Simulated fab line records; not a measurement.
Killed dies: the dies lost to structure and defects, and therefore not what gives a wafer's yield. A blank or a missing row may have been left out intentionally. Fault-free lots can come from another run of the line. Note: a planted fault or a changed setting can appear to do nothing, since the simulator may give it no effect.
A lot that was struck, set against a sound lot | flow rit-cmos | 44 out of 202 route steps
Sound: the wafers L879.2, L879.4, L879.5. The struck wafers were L889.1, L889.5, L889.6. Last of all comes the cause.
For every step that has rows: the tool of each side, followed by ch and its chambers, followed by its first start. Under that, the readings that differ: sound wafers | struck wafers | difference of the means | sigmas: that difference in standard deviations of wafers without a fault.
alike: words and numbers the same on both sides, and readings whose means are apart by under 2 such deviations; not compared: readings that were withheld, readings missing a value for some wafer, numbers with overlapping values and no deviation given by the record, and bounds like >300 which may hide the same value.
Wherever a step has rows on one side only, a row that says differs or no value, or a row with sigmas, the two part there. Numbers that don't overlap but have no deviation are shown without sigmas and don't part them. A reading that every wafer of one side lacks parts them only if that side has two wafers or more.

first, 1 step without rows for these wafers: RIT_ACTIVE_DEVELOP_10 (develop time 50 s).
RIT_ACTIVE_CD_MEAS_11 targets a cd of 1400 nm.
  sound: cd-sem-02 at day 1 22:21; struck: cd-sem-02 at day 3 22:15
  alike: cd-nm
then, 1 step without rows for these wafers: RIT_ACTIVE_HARDBAKE_12 (time 60 s).
RIT_ACTIVE_ETCH_13: etches Si3N4 in SF6, stops on SiO2, time 210 s, target depth 210 nm.
  sound on rie-diel-02 ch 0,2,3, day 1 22:36; struck on rie-diel-04 ch 0,1, day 3 22:31
  alike: drypump-motor-current-A, oes-product-au, throttle-valve-pct
  not compared: rf-hours-counter-h
RIT_ACTIVE_STRIP_14: strips in O2, time 180 s.
  sound on plasma-asher-03 ch 0,1, day 1 22:44; struck on plasma-asher-02 ch 0,1, day 3 22:40
  alike: drypump-motor-current-A
  not compared: rf-hours-counter-h
RIT_ACTIVE_CD_MEAS_90 targets a cd of 1400 nm.
  sound: cd-sem-01 at day 1 22:56; struck: cd-sem-02 at day 3 22:50
  alike: cd-nm
then, 4 steps without rows for these wafers: RIT_ACTIVE_CLEAN_15 (cleans in SC1, time 600 s); RIT_ACTIVE_CLEAN_16 (cleans in dHF, time 30 s); RIT_ACTIVE_CLEAN_17 (cleans in SC2, time 600 s); RIT_FOX1_OXIDATION_00 (target thk 350.7 nm, ox time 1130 s).
RIT_FOX1_THK_MEAS_01:
  sound: film-metro-03 at day 2 04:05; struck: film-metro-02 at day 4 04:11
  alike: FOX1_OXIDE_THK
then, 1 step without rows for these wafers: RIT_FOX1_WET_ETCH_02 (etches SiO2 in BOE, target depth 350 nm, time 390 s).
RIT_FOX2_OXIDATION_00: target thk 350.7 nm, ox time 1130 s.
  sound on furnace-01 ch 0, day 2 05:09; struck on furnace-01 ch 0, day 4 08:45
  reading                                     | sound                | struck               | difference | sigmas
  spike-tc-centre-C (C)                       | 1102.0 1103.7 1104.1 | 1116.1 1117.0 1115.5 | +12.9      | +11
  spike-tc-load-C (C)                         | 1125 1124 1124       | 1140 1140 1140       | +16        | +4
  spike-tc-source-C (C)                       | 1127 1127 1126       | 1141 1140 1141       | +14        | +4
  tube-center-temp-C (C)                      | 1100.1 1099.9 1099.9 | 1114 1113.8 1113.9   | +14        | +99 or more
  tube_center_temp_C_max                      | 1102.7 1103.1 1102.6 | 1116.8 1116.6 1116.2 | +13.7      | +27
  model.SiO2_of_FOX2_OXIDATION_00.thk-nm (nm) | 353.6 351.9 347.5    | 361.6 361.6 356.6    | +8.9       |
RIT_FOX2_THK_MEAS_01:
  sound: film-metro-03 at day 2 06:29; struck: film-metro-03 at day 4 10:04
  alike: FOX2_OXIDE_THK
then, 2 steps without rows for these wafers: RIT_FOX2_CLEAN_02 (cleans in dHF, time 180 s); RIT_FOX2_WET_ETCH_03 (etches Si3N4 in H3PO4, target depth 195 nm, time 2700 s).
RIT_FOX2_THK_MEAS_90:
  sound: film-metro-01 at day 2 07:22; struck: film-metro-03 at day 4 10:56
  alike: FIELD_OXIDE_LEFT_1_THK
then, 6 steps without rows for these wafers: RIT_NWELL_HMDS_00 (prime time 58.79 s); RIT_NWELL_COAT_01 (resist thk 1300 nm); RIT_NWELL_SOFTBAKE_02 (time 60 s); RIT_NWELL_EXPOSE_03 (exposes mask M2, target cd 43900 nm); RIT_NWELL_PEB_04; RIT_NWELL_DEVELOP_05 (develop time 68 s).
RIT_NWELL_OVL_MEAS_06:
  sound: overlay-02 at day 2 08:25; struck: overlay-01 at day 4 11:53
  alike: NWELL_OVL
then, 2 steps without rows for these wafers: RIT_NWELL_HARDBAKE_07 (time 120 s); RIT_NWELL_IMPLANT_08.
RIT_NWELL_STRIP_09: strips in O2, time 180 s.
  sound on plasma-asher-01 ch 1, day 2 08:50; struck on plasma-asher-02 ch 0,1, day 4 12:19
  alike: drypump-motor-current-A
  not compared: rf-hours-counter-h
RIT_NWELL_TW_MEAS_10:
  sound: film-metro-04 at day 2 09:01; struck: film-metro-01 at day 4 12:29
  alike: NWELL_TW
then, 6 steps without rows for these wafers: RIT_PWELL_HMDS_00 (prime time 60 s); RIT_PWELL_COAT_01 (resist thk 1300 nm); RIT_PWELL_SOFTBAKE_02 (time 60 s); RIT_PWELL_EXPOSE_03 (exposes mask M3, target cd 43700 nm); RIT_PWELL_PEB_04; RIT_PWELL_DEVELOP_05 (develop time 68 s).
RIT_PWELL_OVL_MEAS_06:
  sound: overlay-01 at day 2 10:05; struck: overlay-01 at day 4 13:26
  alike: PWELL_OVL
then, 2 steps without rows for these wafers: RIT_PWELL_HARDBAKE_07 (time 120 s); RIT_PWELL_IMPLANT_08.
RIT_PWELL_STRIP_09: strips in O2, time 180 s.
  sound on plasma-asher-03 ch 0,1, day 2 10:31; struck on plasma-asher-04 ch 0,1, day 4 13:52
  alike: drypump-motor-current-A
  not compared: rf-hours-counter-h
RIT_PWELL_TW_MEAS_10:
  sound: film-metro-03 at day 2 10:42; struck: film-metro-01 at day 4 14:02
  alike: PWELL_TW
then, 1 step without rows for these wafers: RIT_WELLDRIVE_ANNEAL_00 (time 14700 s).
RIT_WELLDRIVE_RS_MEAS_01: measures by four-point-probe.
  sound: film-metro-01 at day 2 16:01; struck: film-metro-01 at day 4 22:16
  alike: NWELL_RS
RIT_WELLDRIVE_RS_MEAS_02: measures by four-point-probe.
  sound: film-metro-01 at day 2 16:08; struck: film-metro-01 at day 4 22:23
  alike: PWELL_RS
RIT_SILICIDE_WET_ETCH_00: etches SiO2 in BOE, target depth 14 nm, time 15 s.
  sound on wet-bench-01 ch 1, day 3 18:46; struck on wet-bench-04 ch 1, day 6 08:14
  reading                                     | sound             | struck          | difference | sigmas
  model.SiO2_of_FOX2_OXIDATION_00.thk-nm (nm) | 154.8 152.8 148.9 | 161.4 162 156.4 | +7.8       |
RIT_M1_PROBE_99:
  sound: prober-01 at day 4 01:50; struck: prober-01 at day 6 15:11
  reading                      | sound             | struck            | difference | sigmas
  model.etest.field-n.vt-v (V) | 35.25 34.94 34.27 | 36.23 36.22 35.64 | +1.21      |
  alike: killed-at-front-end, killed-dies, killed-on-rim, killed-open, killed-short
  not compared: model.etest.nldd.width-nm, model.etest.field-p-metal.vt-v

WHERE THEY PART
Only at RIT_FOX2_OXIDATION_00, within this record. Later steps at which nothing parts them and some readings are alike: RIT_FOX2_THK_MEAS_01, RIT_FOX2_THK_MEAS_90, RIT_NWELL_OVL_MEAS_06, RIT_NWELL_STRIP_09, RIT_NWELL_TW_MEAS_10, RIT_PWELL_OVL_MEAS_06, RIT_PWELL_STRIP_09, RIT_PWELL_TW_MEAS_10, RIT_WELLDRIVE_RS_MEAS_01, RIT_WELLDRIVE_RS_MEAS_02, RIT_M1_PROBE_99.

WHY: what the simulator had put in
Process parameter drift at RIT_FOX2_OXIDATION_00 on furnace-01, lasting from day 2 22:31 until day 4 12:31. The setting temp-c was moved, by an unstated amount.
